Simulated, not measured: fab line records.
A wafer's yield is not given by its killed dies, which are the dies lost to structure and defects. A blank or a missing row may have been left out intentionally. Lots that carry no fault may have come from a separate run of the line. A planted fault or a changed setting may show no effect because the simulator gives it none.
Comparing a struck lot with a sound one | flow ritCmos | 28 steps out of a route of 202
Sound: the wafers L514.1, L514.4, L514.6. Wafers L504.4, L504.5, L504.6 were the ones struck. At the end, the cause is stated.
Order at every step that has rows: each side's tool, ch and its chambers, its first start. Under that, the readings that differ: sound wafers | struck wafers | difference of the means | sigmas: that difference in standard deviations of wafers without a fault.
alike: readings with means less than 2 such deviations apart, plus words and numbers identical on both sides. not compared: withheld readings, readings lacking a value on some wafer, bounds such as >300 that could conceal the same value, and numbers that have no deviation in the record and whose values overlap.
Wherever a step has rows on one side only, a row that says differs or no value, or a row with sigmas, the two part there. When numbers do not overlap yet have no deviation, they are printed without sigmas and do not part them. Lack of a reading on every wafer of one side parts them only where that side has two or more wafers.

RIT_ACTIVE_BOW_MEAS_00:
  sound: filmMetro-03 at day 5 14:00; struck: filmMetro-02 at day 3 12:04
  alike: INCOMING_BOW
RIT_ACTIVE_OXIDATION_01: target thk 46.8 nm, ox time 3360 s.
  sound on furnace-04 ch 0, day 5 14:07; struck on furnace-01 ch 0, day 3 13:40
reading                                      | sound                | struck               | difference | sigmas
spikeTcCentreC (C)                           | 1002.8 1003.2 1003.2 | 955.5 956.1 954.6    | -47.7      | -32
spikeTcLoadC (C)                             | 1024.8 1024.9 1025.2 | 982.3 982.5 981.9    | -42.7      | -19
spikeTcSourceC (C)                           | 1025.8 1025.6 1025.4 | 979.8 982.4 977.8    | -45.6      | -41
tubeCenterTempC (C)                          | 999.86 999.86 999.91 | 955.45 955.51 955.49 | -44.39     | -99 or more
tube_center_temp_C_max                       | 1002.8 1002.8 1002.5 | 958.0 958.0 958.4    | -44.6      | -99 or more
zonePowerLoadPct (%)                         | 35.5 36.2 36.0       | 32.9 34.0 33.0       | -2.6       | -4
model.SiO2_of_ACTIVE_OXIDATION_01.thkNm (nm) | 46.29 45.35 45.47    | 31.1 31.87 31.65     | -14.2      | 
RIT_ACTIVE_THK_MEAS_02:
  sound: filmMetro-01 at day 5 16:03; struck: filmMetro-01 at day 3 15:38
reading               | sound          | struck         | difference | sigmas
ACTIVE_OXIDE_THK (nm) | 46.3 45.4 45.4 | 31.1 31.9 31.6 | -14.2      | -20
then, 1 step without rows for these wafers: RIT_ACTIVE_CVD_03 (deposits Si3N4 from SiH2Cl2/NH3, target thk 150 nm, time 1500 s).
RIT_ACTIVE_THK_MEAS_04:
  sound: filmMetro-03 at day 5 18:13; struck: filmMetro-03 at day 3 17:38
reading                 | sound             | struck            | difference | sigmas
ACTIVE_NITRIDE_THK (nm) | 151.0 153.1 151.9 | 147.9 149.3 147.9 | -3.6       | -2
then, 6 steps without rows for these wafers: RIT_ACTIVE_HMDS_05 (prime time 60 s); RIT_ACTIVE_COAT_06 (resist thk 1000 nm); RIT_ACTIVE_SOFTBAKE_07 (time 60 s); RIT_ACTIVE_EXPOSE_08 (exposes mask M1, target cd 1400 nm); RIT_ACTIVE_PEB_09; RIT_ACTIVE_DEVELOP_10 (develop time 50 s).
RIT_ACTIVE_CD_MEAS_11: target cd 1400 nm.
  sound: cdSem-02 at day 5 19:17; struck: cdSem-01 at day 3 18:42
  alike: cdNm
then, 1 step without rows for these wafers: RIT_ACTIVE_HARDBAKE_12 (time 60 s).
RIT_ACTIVE_ETCH_13: etches Si3N4 in SF6, stops on SiO2, time 210 s, target depth 210 nm.
  sound on rieDiel-02 ch 0,2,3, day 5 19:34; struck on rieDiel-01 ch 0,2,3, day 3 18:55
  alike: drypumpMotorCurrentA, oesProductAu, rfFwdPowerW, throttleValvePct
  not compared: rfHoursCounterH
RIT_ACTIVE_STRIP_14: strips in O2, time 180 s.
  sound on plasmaAsher-04 ch 0, day 5 19:41; struck on plasmaAsher-03 ch 0,1, day 3 19:06
  alike: drypumpMotorCurrentA
  not compared: rfHoursCounterH
RIT_ACTIVE_CD_MEAS_90: target cd 1400 nm.
  sound: cdSem-01 at day 5 19:52; struck: cdSem-01 at day 3 19:17
  alike: cdNm
then, 4 steps without rows for these wafers: RIT_ACTIVE_CLEAN_15 (cleans in SC1, time 600 s); RIT_ACTIVE_CLEAN_16 (cleans in dHF, time 30 s); RIT_ACTIVE_CLEAN_17 (cleans in SC2, time 600 s); RIT_FOX1_OXIDATION_00 (target thk 350.7 nm, ox time 1130 s).
RIT_FOX1_THK_MEAS_01:
  sound: filmMetro-04 at day 5 22:16; struck: filmMetro-03 at day 3 21:38
  alike: FOX1_OXIDE_THK
then, 2 steps without rows for these wafers: RIT_FOX1_WET_ETCH_02 (etches SiO2 in BOE, target depth 350 nm, time 390 s); RIT_FOX2_OXIDATION_00 (target thk 350.7 nm, ox time 1130 s).
RIT_FOX2_THK_MEAS_01:
  sound: filmMetro-02 at day 6 02:14; struck: filmMetro-01 at day 4 01:26
  alike: FOX2_OXIDE_THK
then, 1 step without rows for these wafers: RIT_FOX2_CLEAN_02 (cleans in dHF, time 180 s).
RIT_FOX2_WET_ETCH_03: etches Si3N4 in H3PO4, target depth 195 nm, time 2700 s.
  sound on wetBench-03 ch 1, day 6 02:21; struck on wetBench-01 ch 3, day 4 01:31
reading                                      | sound             | struck           | difference | sigmas
model.SiO2_of_ACTIVE_OXIDATION_01.thkNm (nm) | 41.23 40.39 40.52 | 27.52 28.2 27.97 | -12.82     | 
RIT_FOX2_THK_MEAS_90:
  sound: filmMetro-04 at day 6 03:52; struck: filmMetro-01 at day 4 02:18
  alike: FIELD_OXIDE_LEFT_1_THK
RIT_M1_PROBE_99:
  sound: prober-02 at day 7 20:25; struck: prober-02 at day 5 19:12
reading                           | sound             | struck            | difference | sigmas
killed_at_M0_to_M3                | 0 0 0             | 0 1 0             | +0         | +4
model.etest.nldd.widthNm (nm)     | 3193 3202 3201    | 3313 3301 3286    | +101       | 
model.etest.pldd.widthNm (nm)     | 3188 3193 3182    | 3312 3307 3301    | +119       | 
model.etest.nplusSal.widthNm (nm) | 3458 3443 3457    | 3545 3545 3510    | +81        | 
model.etest.pplusSal.widthNm (nm) | 3466 3454 3460    | 3530 3534 3527    | +70        | 
model.etest.nmos_0p3.rOnOhmUm     | 2187 2123 2147    | 2037 2053 2022    | -115       | 
model.etest.nmosNarrow.driveUaUm  | 226.2 230.3 229.5 | 277.4 262.4 273.8 | +42.5      | 
model.etest.pmosNarrow.driveUaUm  | 103.3 106.8 106.1 | 119.8 117 119.6   | +13.4      | 
model.etest.nmos_0p3.driveUaUm    | 223.8 227.3 225.9 | 250.4 240 248.7   | +20.7      | 
  alike: killedAtFrontEnd, killedDies, killedOpen, killedShort

== WHERE THEY PART ==
Last at RIT_M1_PROBE_99 as far as this record goes, first at RIT_ACTIVE_OXIDATION_01.

WHY: whatever the simulator had introduced
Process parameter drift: furnace-01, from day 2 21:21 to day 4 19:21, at RIT_ACTIVE_OXIDATION_01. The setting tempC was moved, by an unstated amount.
